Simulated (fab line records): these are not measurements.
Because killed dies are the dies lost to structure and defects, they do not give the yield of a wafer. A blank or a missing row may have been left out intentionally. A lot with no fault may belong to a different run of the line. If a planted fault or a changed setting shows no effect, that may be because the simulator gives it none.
2 desks, one fault | flow berkeleyCmos170 | only its own numbers are on each desk; what lay behind them is given at the end

AT THE TOOL OWNER'S DESK: implanter-03
For each lot that ran on this tool, the mean over its sampled wafers that have a number, from the tool's own readings at UCB170_PSD_IMPLANT_08. A lot is out of limits, marked OUT, if its mean lies more than 4 standard deviations from the usual mean; the brackets give that distance.
Columns: A = doseIonsCm2 at UCB170_PSD_IMPLANT_08, usual 3e+15; B = endStationPressureTorr at UCB170_PSD_IMPLANT_08, usual 1.26e-05 Torr; C = faradayCurrentUA at UCB170_PSD_IMPLANT_08, usual 9246; D = tiltDeg at UCB170_PSD_IMPLANT_08, usual 7.001 degrees
lot  | first seen here | A                       | B                   | C              | D
L362 | day 7 02:38     | 3e+15                   | 1.31e-05            | 9305           | 6.997
L366 | day 7 18:03     | 3e+15                   | 1.27e-05            | 9236           | 7.017
L372 | day 9 06:49     | 3e+15                   | 1.22e-05            | 9382           | 7.012
L375 | day 9 22:28     | 3e+15                   | 1.27e-05            | 9302           | 7.007
L374 | day 9 23:03     | 3e+15                   | 1.20e-05            | 9090           | 7.007
L378 | day 10 17:40    | 2e+15 (-99 or more) OUT | 9.10e-06 (-5.6) OUT | 5116 (-23) OUT | 7.002
L379 | day 10 17:55    | 2e+15 (-99 or more) OUT | 8.87e-06 (-5.9) OUT | 5097 (-23) OUT | 7.007
L382 | day 10 21:59    | 2e+15 (-99 or more) OUT | 8.93e-06 (-5.8) OUT | 5284 (-22) OUT | 6.996
Finding of this desk: L378, L379, L382 out of limits; the first was L378 at day 10 17:40, on doseIonsCm2 at UCB170_PSD_IMPLANT_08. L362, L366, L372, L375, L374 stayed within limits.

FROM THE METROLOGY DESK
What the gauges read, lot by lot, whatever tool the lot ran on: means of the sampled wafers that have a number. A lot is out of limits, marked OUT, if its mean lies more than 4 standard deviations from the usual mean; the brackets give that distance.
Columns: A = PSD_TW at UCB170_PSD_TW_MEAS_10, usual 2330; B = PSD_RS at UCB170_SDANNEAL_RS_MEAS_02, usual 75.5 ohm/sq; C = M2_OVL at UCB170_M2_OVL_MEAS_16, usual 3 nm; D = M3_AL_THK at UCB170_M3_THK_MEAS_03, usual 891 nm; E = M3_BOW at UCB170_M3_BOW_MEAS_20, usual 35 um
lot  | first seen here | A              | B                       | C  | D   | E
L361 | day 7 02:44     | 2339           | 75.5                    | -3 | 870 | 31
L362 | day 7 02:53     | 2330           | 75.5                    | 6  | 871 | 40
L366 | day 7 18:16     | 2349           | 75.7                    | 6  | 885 | 33
L365 | day 7 18:34     | 2332           | 75.3                    | 6  | 902 | 37
L367 | day 8 01:22     | 2319           | 75.2                    | -1 | 879 | 29
L370 | day 9 02:15     | 2327           | 75.4                    | 0  | 910 | 40
L371 | day 9 06:50     | 2332           | 75.7                    | -1 | 900 | 39
L372 | day 9 07:04     | 2317           | 75.6                    | 6  | 887 | 36
L373 | day 9 07:37     | 2322           | 76.0                    | 3  | 897 | 30
L375 | day 9 22:43     | 2346           | 76.0                    | -4 | 892 | 28
L374 | day 9 23:17     | 2334           | 75.7                    | 9  | 890 | 39
L378 | day 10 17:54    | 1928 (-34) OUT | 113.0 (+99 or more) OUT | -3 | 887 | 41
L379 | day 10 18:10    | 1943 (-32) OUT | 113.8 (+99 or more) OUT | 12 | 884 | 44
L383 | day 10 22:08    | 2318           | 75.1                    | -1 | 907 | 29
L382 | day 10 22:14    | 1924 (-34) OUT | 114.0 (+99 or more) OUT | 5  | 882 | 39
This desk reports L378, L379, L382 out of limits; the earliest was L378 at day 10 17:54 (PSD_TW at UCB170_PSD_TW_MEAS_10). L361, L362, L366, L365, L367, L370, L371, L372, L373, L375, L374, L383 stayed within limits.

ALL TOGETHER
The tool owner's desk could have raised an alarm at day 10 17:40, on L378, L379, L382.
Metrology desk: alarm possible at day 10 17:54 on L378, L379, L382.
Every lot named ran UCB170_PSD_IMPLANT_08 on implanter-03.

WHAT WAS PUT IN BY THE SIMULATOR
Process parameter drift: implanter-03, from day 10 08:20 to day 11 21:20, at UCB170_PSD_IMPLANT_08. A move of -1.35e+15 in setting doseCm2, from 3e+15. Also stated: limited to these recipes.
Lots struck among those shown: L378, L379, L382.
Fault start to first reading out of limits, in hours, per desk: tool owner, 9; metrology, 10.
